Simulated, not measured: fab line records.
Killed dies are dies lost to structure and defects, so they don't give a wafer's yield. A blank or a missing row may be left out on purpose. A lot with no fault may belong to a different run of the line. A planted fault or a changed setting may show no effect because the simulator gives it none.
Which tool is to blame? -- flow berkeley cmos170 -- Sampling: 14 lots, 42 wafers, 3 of 331 route steps

## WHAT EACH GAUGE READ, for each wafer
UCB170_M3_RS_MEAS_02: measures by four-point-probe.
lot,measured,on,M3_AL_RS (ohm/sq)
L900,day 8 06:33,film metro-03,0.0324 0.0322 0.0318
L902,day 9 05:01,film metro-04,0.0321 0.0320 0.0329
L905,day 9 09:28,film metro-04,0.0320 0.0314 0.0317
L903,day 9 10:12,film metro-03,0.0317 0.0318 0.0312
L904,day 9 10:47,film metro-02,0.0325 0.0320 0.0317
L906,day 10 05:48,film metro-02,0.0321 0.0317 0.0322
L908,day 10 15:57,film metro-04,0.0332 0.0329 0.0323
L910,day 10 16:17,film metro-04,0.0311 0.0323 0.0313
L912,day 11 07:29,film metro-04,0.0331 0.0332 0.0329
L916,day 11 22:40,film metro-04,0.0321 0.0319 0.0323
L922,day 12 19:22,film metro-03,0.0324 0.0318 0.0326
L919,day 12 20:34,film metro-04,0.0324 0.0317 0.0319
L920,day 13 01:02,film metro-03,0.0316 0.0315 0.0317
L923,day 13 17:51,film metro-04,0.0311 0.0320 0.0320

UCB170_M3_THK_MEAS_03: measures by xrf.
lot,measured,on,M3_AL_THK (nm)
L900,day 8 06:40,film metro-03,886 896 905
L902,day 9 05:08,film metro-04,893 895 872
L905,day 9 09:35,film metro-04,890 914 905
L903,day 9 10:19,film metro-03,908 908 923
L904,day 9 10:54,film metro-02,883 896 908
L906,day 10 05:55,film metro-02,894 906 889
L908,day 10 16:04,film metro-04,870 872 884
L910,day 10 16:23,film metro-04,919 884 919
L912,day 11 07:36,film metro-04,871 859 875
L916,day 11 22:46,film metro-04,898 905 888
L922,day 12 19:29,film metro-03,885 905 882
L919,day 12 20:40,film metro-04,884 898 898
L920,day 13 01:09,film metro-03,906 911 903
L923,day 13 17:57,film metro-04,926 901 896

## EACH LOT AND THE TOOL THAT RAN IT (in order: tool; ch and the chambers of the sampled wafers; start)
lot,UCB170_M3_SPUTTER_01
L900,"pvd sputter-04, day 8 06:27"
L902,"pvd sputter-04, day 9 04:56"
L905,"pvd sputter-02, day 9 09:23"
L903,"pvd sputter-03, day 9 10:07"
L904,"pvd sputter-03, day 9 10:42"
L906,"pvd sputter-02, day 10 05:43"
L908,"pvd sputter-03, day 10 15:51"
L910,"pvd sputter-04, day 10 16:10"
L912,"pvd sputter-03, day 11 07:23"
L916,"pvd sputter-02, day 11 22:32"
L922,"pvd sputter-04, day 12 19:17"
L919,"pvd sputter-02, day 12 20:26"
L920,"pvd sputter-02, day 13 00:57"
L923,"pvd sputter-02, day 13 17:43"
- UCB170_M3_SPUTTER_01: material Al, target thk 900 nm, time 120 s.

## AS READ BY THE TOOLS THEMSELVES (means over the sampled wafers that have a number; for cases with no such wafer, the mark the record gives instead)
UCB170_M3_SPUTTER_01.
lot,tool,cathode dc power W (W),throttle valve pct (%)
L900,pvd sputter-04,6000.3,30.3
L902,pvd sputter-04,6000.2,30.4
L905,pvd sputter-02,6000.8,30.3
L903,pvd sputter-03,6000.9,30.2
L904,pvd sputter-03,6000.6,29.3
L906,pvd sputter-02,6000.1,30.3
L908,pvd sputter-03,5771.2,29.6
L910,pvd sputter-04,5998.0,30.0
L912,pvd sputter-03,5771.1,29.6
L916,pvd sputter-02,5999.6,29.9
L922,pvd sputter-04,6000.7,30.5
L919,pvd sputter-02,5999.7,30.4
L920,pvd sputter-02,5999.8,30.3
L923,pvd sputter-02,6000.1,30.5

## THE ANSWER, worked out from the rows above alone
Rule: the usual values come from the lots themselves. Put in order of their means at a reading, lots are off if they are a third of the lots or fewer, leave a main group of 4 or more, and stand apart from it by a gap of 3 or more times the standard deviation of the main group's means; of several such gaps the widest counts. If all means in a main group match to the digits the tables above print for the reading, that group is not used. Also off: a lot with no number at a reading for which 4 or more lots have one. The other lots that the step has rows for count as sound. After the gauges, taken in route order, come the tools' own readings; for these a lot's mean is taken, as printed above. The first step at which some lot is off is used, and at that step the reading that is off furthest; a lot without a number counts as furthest.
Off, at UCB170_M3_SPUTTER_01 on cathode dc power W: L908, L912. The main group has a mean of 6000.1 W with a standard deviation of 0.75.
If a tool, at that step or one of the process steps before it, ran each lot that is off and ran no sound lot following the first of them, it fits. One fits: UCB170_M3_SPUTTER_01 on pvd sputter-03. A fault onset in the window from L904 (day 9 10:42, its last sound lot) to L908 (day 10 15:51, its first lot off) fits.
On the lots that are off, the tool's own readings at UCB170_M3_SPUTTER_01 differ by more than 5 times the standard deviation of the sound lots' means, which bears it out; cathode dc power W reads 5771.1 W there versus 6000.1 W on the sound lots.

## WHAT THE SIMULATOR PUT IN
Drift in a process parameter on pvd sputter-03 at UCB170_M3_SPUTTER_01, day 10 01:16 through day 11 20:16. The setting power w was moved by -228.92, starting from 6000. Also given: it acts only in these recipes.
Shown lots that were struck: L908, L912. The rule given above showed the same thing.
